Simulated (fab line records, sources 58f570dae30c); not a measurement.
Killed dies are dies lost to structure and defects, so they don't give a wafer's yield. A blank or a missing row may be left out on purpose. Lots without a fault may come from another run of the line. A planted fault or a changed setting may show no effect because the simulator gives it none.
fab line records | flow berkeley_cmos170
record lots=5 wafers=15 last_day=12
route steps=331 shown SACOX@98 SCREENOX@100 NVT@104 PVT@115 GATE@125 FIELD@126
lots that met no fault: from a run of the same line without faults
start_h: hours from the record's first day to the start of the lot's first wafer shown | wait_h: hours since the lot's step before | " the same as in the row above | L1.1+2: a row that stands for several wafers | - no value, or no start given | * or withheld: withheld | < > ~ a bound
route shown NAME@n: a module of which the file shows steps, and the number in the route of the first | usual: mean/standard deviation of fault-free wafers | same: alike in all rows | chamber/n: place in a boat | sites: the reading at each site | _std_site: their standard deviation | _edge_site: outer sites' mean less inner sites' | radius_mm: how far each site lies from the wafer's centre | mask NAME#n: copy n | behind: the tool/chamber that last shaped the wafer | hold: why the lot was held/for how many hours/how that ended | device: the transistor (n, p or np) that didn't switch | end of line: the same wafers' tests at the end of the route | a step without rows: its recipe alone | killed: dies lost to structure and defects at the first sort, not the wafer's yield | map: a wafer's dies, x killed, . not, _ none there
set.NAME: the setting as run; set.NAME@STEP: as run at that earlier step | model.NAME: the simulator's own value behind a step, which no gauge read
lots at some steps of the route; a table a step, a row a wafer
services: from which hour (start_h, from the record's first day; less than 0 if before it) a tool's chamber was out of use, for how many hours, and why
## steps
# step UCB170_SACOX_OXIDATION_01
# recipe temp_c=900 ambient=O2 target_thk_a=144 ox_time_s=2400
# usual tube_center_temp_C_max=902.3/0.36 zone_power_load_pct=27.1/2.1
# columns lot.wafer tool chamber start_h wait_h tube_center_temp_C_max zone_power_load_pct
L074.3 furnace-02 0 97.08 7.0 901.7 27.7
L074.4 " 0 " " 902.9 28.0
L074.6 " 0 " " 902.4 27.7
L078.1 furnace-04 0 119.89 3.2 901.9 21.8
L078.4 " 0 " " 902.0 21.7
L078.6 " 0 " " 902.2 21.4
L079.1 furnace-01 0 139.71 1.7 902.6 27.9
L079.4 " 0 " " 902.6 28.1
L079.5 " 0 " " 902.1 28.0
L092.1 furnace-02 0 201.95 2.4 901.9 27.6
L092.4 " 0 " " 902.0 27.9
L092.5 " 0 " " 902.5 27.6
L095.1 furnace-02 0 206.22 0.9 902.2 28.1
L095.2 " 0 " " 902.4 28.4
L095.3 " 0 " " 902.7 28.1
# step UCB170_SACOX_THK_MEAS_02
# recipe reads=SiO2_of_SACOX_OXIDATION_01
# usual SACOX_OXIDE_THK=14.33/0.27
# columns lot.wafer tool chamber start_h wait_h SACOX_OXIDE_THK[nm]
L074.3 film_metro-01 - 98.77 0.0 14.49
L074.4 " - " " 14.63
L074.6 " - " " 14.46
L078.1 film_metro-03 - 121.56 0.0 13.69
L078.4 " - " " 14.05
L078.6 " - " " 13.89
L079.1 film_metro-01 - 141.37 0.0 14.16
L079.4 " - " " 14.03
L079.5 " - " " 14.38
L092.1 film_metro-03 - 203.63 0.0 14.40
L092.4 " - " " 14.43
L092.5 " - " " 14.42
L095.1 film_metro-01 - 207.88 0.0 14.99
L095.2 " - " " 14.55
L095.3 " - " " 14.60
# step UCB170_SCREENOX_WET_ETCH_00
# recipe chemistry=dHF dilution=25:1 target=SiO2 temp_c=25 time_s=200
# same time_s=200
# columns lot.wafer tool chamber start_h wait_h
L074.3+4+6 wet_bench-03 2 98.81 0.0
L078.1+4+6 wet_bench-04 0 121.66 0.1
L079.1+4+5 wet_bench-04 2 142.75 1.4
L092.1+4+5 wet_bench-04 2 203.90 0.3
L095.1+2+3 wet_bench-02 2 207.98 0.1
# step UCB170_SCREENOX_OXIDATION_01
# recipe temp_c=900 ambient=O2 target_thk_a=144 ox_time_s=2400
# usual tube_center_temp_C_max=902.3/0.43 zone_power_load_pct=27.1/1.2
# columns lot.wafer tool chamber start_h wait_h tube_center_temp_C_max zone_power_load_pct
L074.3 furnace-01 0 108.36 9.5 902.0 28.2
L074.4 " 0 " " 902.4 27.9
L074.6 " 0 " " 903.8 28.0
L078.1 furnace-02 0 123.99 2.3 902.3 27.8
L078.4 " 0 " " 902.8 28.0
L078.6 " 0 " " 901.8 27.8
L079.1 furnace-03 0 145.36 2.6 902.2 25.8
L079.4 " 0 " " 901.9 25.9
L079.5 " 0 " " 902.4 25.9
L092.1 furnace-01 0 205.56 1.6 902.7 28.2
L092.4 " 0 " " 901.9 28.2
L092.5 " 0 " " 901.9 28.1
L095.1 furnace-01 0 209.73 1.7 901.6 27.7
L095.2 " 0 " " 902.7 28.1
L095.3 " 0 " " 901.9 28.4
# step UCB170_SCREENOX_THK_MEAS_02
# recipe reads=SiO2_of_SCREENOX_OXIDATION_01
# usual SCREENOX_OXIDE_THK=14.31/0.24
# columns lot.wafer tool chamber start_h wait_h SCREENOX_OXIDE_THK[nm]
L074.3 film_metro-02 - 110.04 0.0 14.66
L074.4 " - " " 14.61
L074.6 " - " " 14.44
L078.1 film_metro-02 - 125.66 0.0 14.30
L078.4 " - " " 14.33
L078.6 " - " " 14.31
L079.1 film_metro-03 - 147.03 0.0 14.13
L079.4 " - " " 14.13
L079.5 " - " " 14.08
L092.1 film_metro-01 - 207.23 0.0 14.33
L092.4 " - " " 14.05
L092.5 " - " " 14.15
L095.1 film_metro-02 - 211.39 0.0 14.47
L095.2 " - " " 14.40
L095.3 " - " " 14.29
# step UCB170_SCREENOX_ANNEAL_03
# recipe temp_c=900 time_s=900 ambient=N2
# usual tube_center_temp_C_max=902.3/0.35 zone_power_load_pct=27.4/1
# same time_s=900
# columns lot.wafer tool chamber start_h wait_h tube_center_temp_C_max zone_power_load_pct
L074.3 furnace-01 0 115.37 5.3 901.9 28.4
L074.4 " 0 " " 903.4 28.1
L074.6 " 0 " " 902.5 28.0
L078.1 furnace-02 0 128.16 2.5 902.3 27.9
L078.4 " 0 " " 902.2 28.1
L078.6 " 0 " " 902.4 27.6
L079.1 furnace-03 0 151.13 4.1 901.8 25.4
L079.4 " 0 " " 902.3 25.7
L079.5 " 0 " " 902.2 25.7
L092.1 furnace-01 0 208.48 1.2 902.1 28.3
L092.4 " 0 " " 902.0 28.0
L092.5 " 0 " " 902.7 27.8
L095.1 furnace-01 0 212.64 1.2 902.2 28.2
L095.2 " 0 " " 902.0 28.3
L095.3 " 0 " " 902.0 28.4
# step UCB170_NVT_HMDS_00
# recipe prime_time_s=60 prime_temp_c=100
# columns lot.wafer tool chamber start_h wait_h
L074.3+4+6 litho_track-02 0 116.67 0.1
L078.1+4+6 litho_track-01 0 129.41 0.0
L079.1+4+5 litho_track-01 0 152.38 0.0
L092.1+4+5 litho_track-04 0 209.73 0.0
L095.1+2+3 litho_track-04 0 214.68 0.8
# step UCB170_NVT_COAT_01
# recipe resist=KrF spin_rpm=1500 resist_thk_nm=900
# columns lot.wafer tool chamber start_h wait_h
L074.3+4+6 litho_track-02 0 116.82 0.1
L078.1+4+6 litho_track-01 0 129.56 0.1
L079.1+4+5 litho_track-01 0 152.53 0.1
L092.1+4+5 litho_track-04 0 209.88 0.1
L095.1+2+3 litho_track-04 0 214.83 0.1
# step UCB170_NVT_SOFTBAKE_02
# recipe resist=KrF temp_c=130 time_s=60
# usual plate_temp_C=129.98/0.13
# same time_s=60
# columns lot.wafer tool chamber start_h wait_h plate_temp_C
L074.3 litho_track-02 0 116.97 0.1 130.22
L074.4 " 0 " " 130.03
L074.6 " 0 " " 130.03
L078.1 litho_track-01 0 129.71 0.1 129.75
L078.4 " 0 " " 129.91
L078.6 " 0 " " 129.84
L079.1 litho_track-01 0 152.68 0.1 129.99
L079.4 " 0 " " 129.99
L079.5 " 0 " " 130.03
L092.1 litho_track-04 0 210.03 0.1 129.87
L092.4 " 0 " " 129.78
L092.5 " 0 " " 130.04
L095.1 litho_track-04 0 214.98 0.1 130.16
L095.2 " 0 " " 129.98
L095.3 " 0 " " 130.00
# step UCB170_NVT_EXPOSE_03
# recipe mask_id=PWELL target_cd_nm=3000 na=0.5 sigma_outer=0.6 source_shape=conventional dose_mj=30
# columns lot.wafer tool chamber start_h wait_h mask
L074.3+4+6 krf_scanner-02 0 117.11 0.1 PWELL#0
L078.1+4+6 krf_scanner-02 0 129.86 0.1 PWELL#0
L079.1+4+5 krf_scanner-01 0 152.83 0.1 PWELL#0
L092.1+4+5 krf_scanner-01 0 210.30 0.2 PWELL#0
L095.1+2+3 krf_scanner-01 0 - - PWELL#0
# step UCB170_NVT_PEB_04
# recipe peb_temp_c=130 peb_time_s=withheld resist=KrF
# usual plate_temp_C=129.98/0.12
# columns lot.wafer tool chamber start_h wait_h plate_temp_C
L074.3 litho_track-02 0 117.24 0.1 129.88
L074.4 " 0 " " 129.68
L074.6 " 0 " " 130.06
L078.1 litho_track-01 0 130.86 1.0 129.92
L078.4 " 0 " " 130.01
L078.6 " 0 " " 129.87
L079.1 litho_track-02 0 152.95 0.1 129.82
L079.4 " 0 " " 129.89
L079.5 " 0 " " 130.18
L092.1 litho_track-01 0 210.42 0.1 130.06
L092.4 " 0 " " 130.00
L092.5 " 0 " " 129.88
L095.1 litho_track-02 0 - - 129.98
L095.2 " 0 " " 129.92
L095.3 " 0 " " 130.04
# step UCB170_NVT_DEVELOP_05
# recipe developer=TMAH develop_time_s=45 resist=KrF dev_temp_c=21
# columns lot.wafer tool chamber start_h wait_h
L074.3+4+6 litho_track-02 0 - -
L078.1+4+6 litho_track-01 0 - -
L079.1+4+5 litho_track-02 0 - -
L092.1+4+5 litho_track-01 0 - -
L095.1+2+3 litho_track-02 0 - -
# step UCB170_NVT_OVL_MEAS_06
# usual NVT_OVL=0/4.9
# columns lot.wafer tool chamber start_h wait_h NVT_OVL[nm]
L074.3 overlay-02 - 117.48 - 4
L074.4 " - " " -1
L074.6 " - " " -4
L078.1 overlay-01 - 131.14 - 0
L078.4 " - " " -3
L078.6 " - " " -2
L079.1 overlay-01 - 153.22 - -1
L079.4 " - " " 1
L079.5 " - " " 2
L092.1 overlay-02 - 210.69 - -1
L092.4 " - " " -1
L092.5 " - " " 1
L095.1 overlay-02 - 216.49 - -5
L095.2 " - " " -8
L095.3 " - " " 0
# step UCB170_NVT_IMPLANT_07
# recipe species=BF2 dose_cm2=3e+12 energy_kev=50 tilt_deg=7
# usual beam_energy_keV=49.996/0.014 end_station_pressure_torr=5.05e-06/2.8e-07
# columns lot.wafer tool chamber start_h wait_h beam_energy_keV end_station_pressure_torr
L074.3 implanter-04 0 117.55 0.1 49.996 4.71e-06
L074.4 " 0 " " 49.986 4.64e-06
L074.6 " 0 " " 49.984 5.37e-06
L078.1 implanter-04 0 131.17 0.0 49.996 5.16e-06
L078.4 " 0 " " 49.992 5.46e-06
L078.6 " 0 " " 49.972 4.62e-06
L079.1 implanter-02 0 153.26 0.0 50.023 5.31e-06
L079.4 " 0 " " 50.001 5.12e-06
L079.5 " 0 " " 49.992 5.33e-06
L092.1 implanter-03 0 210.73 0.0 50.002 4.22e-06
L092.4 " 0 " " 49.990 4.89e-06
L092.5 " 0 " " 50.003 4.79e-06
L095.1 implanter-04 0 216.53 0.0 49.977 4.97e-06
L095.2 " 0 " " 49.993 5.27e-06
L095.3 " 0 " " 50.022 4.84e-06
# step UCB170_NVT_STRIP_08
# recipe chemistry=O2 power_w=400 pressure_mtorr=3500 platen_temp_c=withheld o2_flow_sccm=400 overash_fraction=0.5
# usual chamber_pressure_mTorr=3500/3.2 drypump_motor_current_A=5.5/0.58 oes_product_au=0.734/0.0047 strip_time_to_endpoint_s=21.59/0.059
# same overash_fraction=0.5
# columns lot.wafer tool chamber start_h wait_h chamber_pressure_mTorr drypump_motor_current_A oes_product_au rf_hours_counter_h strip_time_to_endpoint_s
L074.3 plasma_asher-02 0 117.68 0.1 3502 5.1 0.726 - 21.60
L074.4 " 1 " " 3493 4.9 0.740 - 21.65
L074.6 " 1 " " 3501 4.9 0.737 - 21.59
L078.1 plasma_asher-02 0 131.32 0.1 3498 5.1 0.737 42 21.67
L078.4 " 0 " " 3496 5.1 0.733 - 21.60
L078.6 " 0 " " 3496 5.1 0.747 - 21.59
L079.1 plasma_asher-03 0 153.41 0.1 3492 5.2 0.732 46 21.68
L079.4 " 0 " " 3499 5.2 0.731 - 21.66
L079.5 " 1 " " 3502 5.2 0.736 - 21.78
L092.1 plasma_asher-01 1 210.88 0.1 3501 6.5 0.735 10 21.58
L092.4 " 0 " " 3503 5.7 0.729 - 21.53
L092.5 " 1 " " 3496 6.5 0.732 - 21.54
L095.1 plasma_asher-01 0 216.68 0.1 3502 5.6 0.738 11 21.55
L095.2 " 1 " " 3497 6.5 0.739 11 21.57
L095.3 " 0 " " 3499 5.6 0.734 - 21.55
# step UCB170_NVT_TW_MEAS_09
# usual NVT_TW=526/4.6
# columns lot.wafer tool chamber start_h wait_h NVT_TW
L074.3 film_metro-02 - 117.77 0.1 527
L074.4 " - " " 524
L074.6 " - " " 524
L078.1 film_metro-01 - 131.42 0.1 524
L078.4 " - " " 525
L078.6 " - " " 526
L079.1 film_metro-01 - 153.51 0.1 526
L079.4 " - " " 529
L079.5 " - " " 527
L092.1 film_metro-02 - 210.98 0.1 521
L092.4 " - " " 527
L092.5 " - " " 521
L095.1 film_metro-01 - 216.78 0.1 535
L095.2 " - " " 532
L095.3 " - " " 536
# step UCB170_NVT_CLEAN_10
# recipe chemistry=SPM temp_c=120 time_s=600
# same time_s=600
# columns lot.wafer tool chamber start_h wait_h
L074.3+4+6 wet_bench-02 1 119.45 1.7
L078.1+4+6 wet_bench-02 3 131.61 0.2
L079.1+4+5 wet_bench-01 2 153.92 0.4
L092.1+4+5 wet_bench-04 0 212.28 1.3
L095.1+2+3 wet_bench-01 3 218.39 1.6
# step UCB170_PVT_HMDS_00
# recipe prime_time_s=60 prime_temp_c=100
# columns lot.wafer tool chamber start_h wait_h
L074.3+4+6 litho_track-03 0 119.68 0.1
L078.1+4+6 litho_track-03 0 131.88 0.1
L079.1+4+5 litho_track-04 0 154.40 0.3
L092.1+4+5 litho_track-03 0 212.88 0.4
L095.1+2+3 litho_track-03 0 218.56 0.0
# step UCB170_PVT_COAT_01
# recipe resist=KrF spin_rpm=1500 resist_thk_nm=900
# columns lot.wafer tool chamber start_h wait_h
L074.3+4+6 litho_track-03 0 119.83 0.1
L078.1+4+6 litho_track-03 0 132.03 0.1
L079.1+4+5 litho_track-04 0 154.55 0.1
L092.1+4+5 litho_track-03 0 213.03 0.1
L095.1+2+3 litho_track-03 0 218.71 0.1
# step UCB170_PVT_SOFTBAKE_02
# recipe resist=KrF temp_c=130 time_s=60
# usual plate_temp_C=129.99/0.13
# same time_s=60
# columns lot.wafer tool chamber start_h wait_h plate_temp_C
L074.3 litho_track-03 0 119.98 0.1 130.24
L074.4 " 0 " " 130.15
L074.6 " 0 " " 130.17
L078.1 litho_track-03 0 132.18 0.1 129.93
L078.4 " 0 " " 129.80
L078.6 " 0 " " 129.99
L079.1 litho_track-04 0 154.70 0.1 129.94
L079.4 " 0 " " 129.98
L079.5 " 0 " " 129.98
L092.1 litho_track-03 0 213.18 0.1 130.13
L092.4 " 0 " " 130.00
L092.5 " 0 " " 129.98
L095.1 litho_track-03 0 218.86 0.1 129.82
L095.2 " 0 " " 129.93
L095.3 " 0 " " 129.88
# step UCB170_PVT_EXPOSE_03
# recipe mask_id=NWELL target_cd_nm=3000 na=0.5 sigma_outer=0.6 source_shape=conventional dose_mj=30.6
# columns lot.wafer tool chamber start_h wait_h mask
L074.3+4+6 krf_scanner-01 0 120.24 0.2 NWELL#0
L078.1+4+6 krf_scanner-02 0 132.45 0.2 NWELL#0
L079.1+4+5 krf_scanner-02 0 154.97 0.2 NWELL#0
L092.1+4+5 krf_scanner-01 0 213.49 0.3 NWELL#0
L095.1+2+3 krf_scanner-02 0 219.14 0.2 NWELL#0
# step UCB170_PVT_PEB_04
# recipe peb_temp_c=130 peb_time_s=withheld resist=KrF
# usual plate_temp_C=129.99/0.13
# columns lot.wafer tool chamber start_h wait_h plate_temp_C
L074.3 litho_track-03 0 120.58 0.3 130.19
L074.4 " 0 " " 130.11
L074.6 " 0 " " 130.11
L078.1 litho_track-01 0 132.57 0.1 129.88
L078.4 " 0 " " 129.87
L078.6 " 0 " " 129.81
L079.1 litho_track-04 0 155.12 0.1 129.94
L079.4 " 0 " " 129.95
L079.5 " 0 " " 129.91
L092.1 litho_track-01 0 214.43 0.9 129.74
L092.4 " 0 " " 129.90
L092.5 " 0 " " 129.67
L095.1 litho_track-03 0 219.46 0.3 129.96
L095.2 " 0 " " 129.87
L095.3 " 0 " " 129.90
# step UCB170_PVT_DEVELOP_05
# recipe developer=TMAH develop_time_s=45 resist=KrF dev_temp_c=21
# columns lot.wafer tool chamber start_h wait_h
L074.3+4+6 litho_track-03 0 - -
L078.1+4+6 litho_track-01 0 - -
L079.1+4+5 litho_track-04 0 - -
L092.1+4+5 litho_track-01 0 - -
L095.1+2+3 litho_track-03 0 - -
# step UCB170_PVT_OVL_MEAS_06
# usual PVT_OVL=2/5.5
# columns lot.wafer tool chamber start_h wait_h PVT_OVL[nm]
L074.3 overlay-02 - 120.81 - -3
L074.4 " - " " -9
L074.6 " - " " -6
L078.1 overlay-01 - 132.85 - 6
L078.4 " - " " 9
L078.6 " - " " 9
L079.1 overlay-02 - 155.40 - 4
L079.4 " - " " -5
L079.5 " - " " 3
L092.1 overlay-01 - 214.70 - 1
L092.4 " - " " -6
L092.5 " - " " -1
L095.1 overlay-02 - 219.74 - 8
L095.2 " - " " 3
L095.3 " - " " 7
# step UCB170_PVT_IMPLANT_07
# recipe species=P dose_cm2=2e+12 energy_kev=30 tilt_deg=7
# usual beam_energy_keV=30.001/0.0089 end_station_pressure_torr=4.97e-06/2.4e-07
# columns lot.wafer tool chamber start_h wait_h beam_energy_keV end_station_pressure_torr
L074.3 implanter-01 0 120.89 0.1 29.995 4.92e-06
L074.4 " 0 " " 29.996 4.81e-06
L074.6 " 0 " " 30.003 5.04e-06
L078.1 implanter-03 0 132.88 0.0 29.995 4.86e-06
L078.4 " 0 " " 29.996 4.89e-06
L078.6 " 0 " " 30.000 5.12e-06
L079.1 implanter-01 0 155.44 0.0 30.001 4.99e-06
L079.4 " 0 " " 30.000 4.99e-06
L079.5 " 0 " " 30.005 5.16e-06
L092.1 implanter-03 0 214.74 0.0 29.991 5.12e-06
L092.4 " 0 " " 29.995 5.29e-06
L092.5 " 0 " " 29.995 5.16e-06
L095.1 implanter-04 0 219.77 0.0 30.000 4.95e-06
L095.2 " 0 " " 29.999 4.82e-06
L095.3 " 0 " " 30.008 4.65e-06
# step UCB170_PVT_STRIP_08
# recipe chemistry=O2 power_w=400 pressure_mtorr=3500 platen_temp_c=withheld o2_flow_sccm=400 overash_fraction=0.5
# usual chamber_pressure_mTorr=3500/3 drypump_motor_current_A=5.8/0.54 oes_product_au=0.734/0.0042 strip_time_to_endpoint_s=21.59/0.062
# same overash_fraction=0.5
# columns lot.wafer tool chamber start_h wait_h chamber_pressure_mTorr drypump_motor_current_A oes_product_au rf_hours_counter_h strip_time_to_endpoint_s
L074.3 plasma_asher-03 0 121.02 0.1 3505 5.2 0.736 - 21.65
L074.4 " 1 " " 3500 5.2 0.725 - 21.66
L074.6 " 1 " " 3502 5.1 0.727 - 21.70
L078.1 plasma_asher-01 1 133.03 0.1 3507 6.5 0.742 2 21.56
L078.4 " 0 " " 3507 5.6 0.743 - 21.65
L078.6 " 1 " " 3502 6.5 0.736 - 21.62
L079.1 plasma_asher-03 0 155.59 0.1 3493 5.2 0.733 47 21.53
L079.4 " 1 " " 3498 5.1 0.732 - 21.54
L079.5 " 1 " " 3501 5.2 0.734 - 21.61
L092.1 plasma_asher-03 1 214.89 0.1 3497 5.2 0.728 53 21.51
L092.4 " 1 " " 3498 5.2 0.735 - 21.47
L092.5 " 1 " " 3500 5.1 0.738 - 21.51
L095.1 plasma_asher-03 1 219.92 0.1 3494 5.2 0.735 54 21.59
L095.2 " 0 " " 3497 5.2 0.738 54 21.61
L095.3 " 1 " " 3500 5.2 0.735 - 21.64
# step UCB170_PVT_TW_MEAS_09
# usual PVT_TW=508/3.3
# columns lot.wafer tool chamber start_h wait_h PVT_TW
L074.3 film_metro-03 - 121.11 0.1 513
L074.4 " - " " 513
L074.6 " - " " 513
L078.1 film_metro-04 - 133.13 0.1 503
L078.4 " - " " 506
L078.6 " - " " 504
L079.1 film_metro-04 - 155.69 0.1 508
L079.4 " - " " 506
L079.5 " - " " 505
L092.1 film_metro-03 - 214.99 0.1 511
L092.4 " - " " 511
L092.5 " - " " 509
L095.1 film_metro-04 - 220.02 0.1 504
L095.2 " - " " 506
L095.3 " - " " 506
# step UCB170_GATE_WET_ETCH_00
# recipe chemistry=dHF dilution=25:1 target=SiO2 temp_c=25 time_s=200
# same time_s=200
# columns lot.wafer tool chamber start_h wait_h
L074.3+4+6 wet_bench-01 3 121.15 0.0
L078.1+4+6 wet_bench-01 0 135.37 2.2
L079.1+4+5 wet_bench-03 2 155.75 0.1
L092.1+4+5 wet_bench-04 3 215.05 0.1
L095.1+2+3 wet_bench-03 2 220.08 0.1
# step UCB170_FIELD_THK_MEAS_91
# recipe reads=SiO2_of_FIELD_OXIDATION_01
# usual FIELD_OXIDE_LEFT_2_THK=352/8.7
# columns lot.wafer tool chamber start_h wait_h FIELD_OXIDE_LEFT_2_THK[nm]
L074.3 film_metro-03 - 121.24 0.0 348
L074.4 " - " " 348
L074.6 " - " " 347
L078.1 film_metro-03 - 135.44 0.0 356
L078.4 " - " " 356
L078.6 " - " " 357
L079.1 film_metro-02 - 155.81 0.0 355
L079.4 " - " " 349
L079.5 " - " " 348
L092.1 film_metro-02 - 215.11 0.0 341
L092.4 " - " " 347
L092.5 " - " " 348
L095.1 film_metro-04 - 220.15 0.0 336
L095.2 " - " " 354
L095.3 " - " " 339
# step UCB170_GATE_OXIDATION_01
# recipe temp_c=850 ambient=O2 target_thk_a=66 ox_time_s=1800
# usual tube_center_temp_C_max=852.2/0.33 zone_power_load_pct=23.4/2.1
# columns lot.wafer tool chamber start_h wait_h tube_center_temp_C_max zone_power_load_pct
L074.3 furnace-01 0 123.71 2.5 851.7 25.1
L074.4 " 0 " " 852.3 25.0
L074.6 " 0 " " 852.5 25.1
L078.1 furnace-01 0 136.71 1.3 852.5 25.2
L078.4 " 0 " " 851.9 25.2
L078.6 " 0 " " 851.9 25.0
L079.1 furnace-01 0 158.37 2.6 852.3 24.9
L079.4 " 0 " " 852.2 24.8
L079.5 " 0 " " 852.4 24.8
L092.1 furnace-04 0 216.78 1.7 852.6 19.2
L092.4 " 0 " " 851.6 19.0
L092.5 " 0 " " 852.1 19.0
L095.1 furnace-01 0 222.33 2.2 852.8 25.0
L095.2 " 0 " " 852.1 24.4
L095.3 " 0 " " 852.1 24.7
# step UCB170_GATE_THK_MEAS_02
# recipe reads=SiO2_of_GATE_OXIDATION_01
# usual GATE_OXIDE_THK=6.55/0.14
# columns lot.wafer tool chamber start_h wait_h GATE_OXIDE_THK[nm]
L074.3 film_metro-04 - 125.23 0.0 6.48
L074.4 " - " " 6.42
L074.6 " - " " 6.35
L078.1 film_metro-04 - 138.21 0.0 6.75
L078.4 " - " " 6.72
L078.6 " - " " 6.76
L079.1 film_metro-04 - 159.87 0.0 6.77
L079.4 " - " " 6.80
L079.5 " - " " 6.76
L092.1 film_metro-04 - 218.28 0.0 6.31
L092.4 " - " " 6.30
L092.5 " - " " 6.44
L095.1 film_metro-04 - 223.83 0.0 6.34
L095.2 " - " " 6.40
L095.3 " - " " 6.41
# step UCB170_GATE_ANNEAL_03
# recipe temp_c=900 time_s=1800 ambient=N2
# usual tube_center_temp_C_max=902.3/0.35 zone_power_load_pct=25.0/2.5
# same time_s=1800
# columns lot.wafer tool chamber start_h wait_h tube_center_temp_C_max zone_power_load_pct
L074.3 furnace-04 0 128.58 3.3 901.9 21.9
L074.4 " 0 " " 902.0 21.5
L074.6 " 0 " " 902.4 21.8
L078.1 furnace-04 0 140.13 1.9 902.6 21.9
L078.4 " 0 " " 901.6 21.7
L078.6 " 0 " " 902.1 21.6
L079.1 furnace-03 0 162.16 2.3 902.0 25.5
L079.4 " 0 " " 901.7 25.4
L079.5 " 0 " " 902.0 25.7
L092.1 furnace-03 0 219.61 1.3 902.1 25.9
L092.4 " 0 " " 902.1 25.6
L092.5 " 0 " " 902.1 25.8
L095.1 furnace-03 0 225.12 1.3 902.8 25.5
L095.2 " 0 " " 902.0 25.4
L095.3 " 0 " " 902.1 25.9
# step UCB170_GATE_CVD_04
# recipe material=poly-Si temp_c=610 precursor=SiH4 time_s=1440 pressure_mtorr=375 target_thk_nm=214 sih4_flow_sccm=120
# usual zone_power_load_pct=11.4/1.2
# same time_s=1440
# columns lot.wafer tool chamber start_h wait_h zone_power_load_pct
L074.3 lpcvd-02 1 130.08 0.0 12.5
L074.4 " 1 " " 12.4
L074.6 " 1 " " 12.4
L078.1 lpcvd-01 0 141.81 0.2 11.3
L078.4 " 0 " " 11.2
L078.6 " 0 " " 11.5
L079.1 lpcvd-02 0 164.59 0.9 9.8
L079.4 " 0 " " 9.7
L079.5 " 0 " " 9.7
L092.1 lpcvd-02 0 221.45 0.3 9.9
L092.4 " 0 " " 9.9
L092.5 " 0 " " 9.8
L095.1 lpcvd-02 0 226.62 0.0 9.6
L095.2 " 0 " " 9.6
L095.3 " 0 " " 9.6
# step UCB170_GATE_THK_MEAS_05
# recipe reads=poly-Si_of_GATE_CVD_04
# usual GATE_POLY_THK=214.4/1.8
# columns lot.wafer tool chamber start_h wait_h GATE_POLY_THK[nm]
L074.3 film_metro-01 - 131.50 0.0 214.1
L074.4 " - " " 215.5
L074.6 " - " " 214.6
L078.1 film_metro-04 - 143.21 0.0 215.2
L078.4 " - " " 217.0
L078.6 " - " " 212.8
L079.1 film_metro-01 - 165.99 0.0 216.2
L079.4 " - " " 214.3
L079.5 " - " " 213.3
L092.1 film_metro-04 - 222.85 0.0 214.5
L092.4 " - " " 214.2
L092.5 " - " " 216.7
L095.1 film_metro-01 - 228.03 0.0 210.2
L095.2 " - " " 212.2
L095.3 " - " " 209.2
# step UCB170_GATE_COAT_06
# recipe resist=BARC temp_c=withheld time_s=withheld spin_rpm=3000 resist_thk_nm=withheld
# columns lot.wafer tool chamber start_h wait_h
L074.3+4+6 litho_track-02 0 131.77 0.3
L078.1+4+6 litho_track-04 0 143.50 0.3
L079.1+4+5 litho_track-02 0 166.05 0.1
L092.1+4+5 litho_track-04 0 222.91 0.1
L095.1+2+3 litho_track-03 0 228.39 0.4
# step UCB170_GATE_COAT_07
# recipe resist=KrF spin_rpm=1500 resist_thk_nm=900
# columns lot.wafer tool chamber start_h wait_h
L074.3+4+6 litho_track-02 0 - -
L078.1+4+6 litho_track-04 0 - -
L079.1+4+5 litho_track-02 0 - -
L092.1+4+5 litho_track-04 0 - -
L095.1+2+3 litho_track-03 0 - -
# step UCB170_GATE_SOFTBAKE_08
# recipe resist=KrF temp_c=130 time_s=60
# usual plate_temp_C=130.01/0.14
# same time_s=60
# columns lot.wafer tool chamber start_h wait_h plate_temp_C
L074.3 litho_track-02 0 - - 130.26
L074.4 " 0 " " 130.25
L074.6 " 0 " " 130.16
L078.1 litho_track-04 0 - - 130.10
L078.4 " 0 " " 129.82
L078.6 " 0 " " 129.99
L079.1 litho_track-02 0 - - 130.07
L079.4 " 0 " " 129.93
L079.5 " 0 " " 130.15
L092.1 litho_track-04 0 - - 129.87
L092.4 " 0 " " 130.08
L092.5 " 0 " " 130.09
L095.1 litho_track-03 0 - - 129.91
L095.2 " 0 " " 129.99
L095.3 " 0 " " 129.95
# step UCB170_GATE_EXPOSE_09
# recipe mask_id=POLY target_cd_nm=350 na=0.5 sigma_outer=0.6 source_shape=conventional dose_mj=21.4
# columns lot.wafer tool chamber start_h wait_h mask
L074.3+4+6 krf_scanner-02 0 132.61 - POLY#0
L078.1+4+6 krf_scanner-01 0 144.22 - POLY#0
L079.1+4+5 krf_scanner-01 0 166.50 - POLY#0
L092.1+4+5 krf_scanner-02 0 223.48 - POLY#0
L095.1+2+3 krf_scanner-02 0 228.84 - POLY#0
# step UCB170_GATE_PEB_10
# recipe peb_temp_c=130 peb_time_s=withheld resist=KrF
# usual plate_temp_C=130.02/0.15
# columns lot.wafer tool chamber start_h wait_h plate_temp_C
L074.3 litho_track-02 0 132.74 0.1 130.31
L074.4 " 0 " " 130.18
L074.6 " 0 " " 130.13
L078.1 litho_track-04 0 144.68 0.4 130.11
L078.4 " 0 " " 129.96
L078.6 " 0 " " 130.02
L079.1 litho_track-03 0 166.62 0.1 129.84
L079.4 " 0 " " 130.12
L079.5 " 0 " " 130.00
L092.1 litho_track-03 0 223.60 0.1 129.97
L092.4 " 0 " " 129.94
L092.5 " 0 " " 129.92
L095.1 litho_track-04 0 229.39 0.5 129.91
L095.2 " 0 " " 129.81
L095.3 " 0 " " 130.03
# step UCB170_GATE_DEVELOP_11
# recipe developer=TMAH develop_time_s=45 resist=KrF dev_temp_c=21
# columns lot.wafer tool chamber start_h wait_h
L074.3+4+6 litho_track-02 0 - -
L078.1+4+6 litho_track-04 0 - -
L079.1+4+5 litho_track-03 0 - -
L092.1+4+5 litho_track-03 0 - -
L095.1+2+3 litho_track-04 0 - -
## services
# columns tool chamber start_h hours kind
krf_scanner-01 - 87.33 7.5 repair
furnace-03 - 87.76 44.6 pm
krf_scanner-01 - 102.37 1.3 pm
furnace-04 - 104.78 2.8 pm
furnace-02 - 108.53 2.9 pm
plasma_asher-01 - 108.75 9.0 pm
wet_bench-01 - 111.36 3.0 repair
krf_scanner-01 - 113.32 4.4 pm
implanter-04 - 118.97 5.0 repair
krf_scanner-02 - 133.11 0.8 repair
krf_scanner-02 - 141.38 1.3 pm
furnace-02 - 143.49 3.4 pm
furnace-01 - 148.81 3.3 pm
krf_scanner-02 - 149.68 1.0 pm
implanter-03 - 152.44 2.9 repair
krf_scanner-02 - 156.25 0.3 repair
implanter-03 - 167.13 10.2 repair
krf_scanner-01 - 172.36 1.0 pm
furnace-01 - 172.71 1.3 pm
implanter-03 - 180.34 6.1 repair
furnace-03 - 189.13 3.9 pm
furnace-04 - 195.03 3.7 pm
krf_scanner-02 - 214.71 3.0 pm
implanter-04 - 220.34 2.0 repair
## key
fault none
